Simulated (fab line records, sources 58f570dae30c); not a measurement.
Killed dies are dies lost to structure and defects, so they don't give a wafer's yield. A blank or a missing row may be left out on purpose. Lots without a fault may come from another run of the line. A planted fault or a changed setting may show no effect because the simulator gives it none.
Which tool did it? | flow berkeley_cmos170 | 7 lots, 21 wafers sampled, at 1 step of a route of 331

WHAT THE GAUGES READ, wafer by wafer
UCB170_NWELL_OVL_MEAS_12.
lot  | measured    | on         | NWELL_OVL (nm)
L354 | day 2 21:07 | overlay-02 | -5 1 -3
L358 | day 3 17:20 | overlay-02 | -3 8 5
L367 | day 5 14:41 | overlay-02 | -6 2 6
L369 | day 6 01:15 | overlay-02 | 5 10 4
L371 | day 6 12:00 | overlay-01 | 3 12 -4
L373 | day 6 19:23 | overlay-01 | 5 8 4
L375 | day 7 04:19 | overlay-02 | 11 10 9

WHICH TOOL RAN EACH LOT (tool, then ch and the chambers of the sampled wafers, then the start)
The record holds no process step before these readings.

THE ANSWER, worked out from the rows above alone
Rule: what is usual is taken from the lots themselves. Put in order of their means at a reading, lots are off if they are a third of the lots or fewer, leave a main group of 4 or more, and stand apart from it by a gap of 3 or more times the standard deviation of the main group's means; of several such gaps the widest counts. A main group whose means are all the same, to the digits that the tables above print for the reading, isn't used. A lot without any number at a reading at which 4 lots or more have one is off too. The other lots that the step has rows for count as sound.
No lot is off at any reading shown: from this, nothing can be told.

WHAT THE SIMULATOR HAD PUT IN
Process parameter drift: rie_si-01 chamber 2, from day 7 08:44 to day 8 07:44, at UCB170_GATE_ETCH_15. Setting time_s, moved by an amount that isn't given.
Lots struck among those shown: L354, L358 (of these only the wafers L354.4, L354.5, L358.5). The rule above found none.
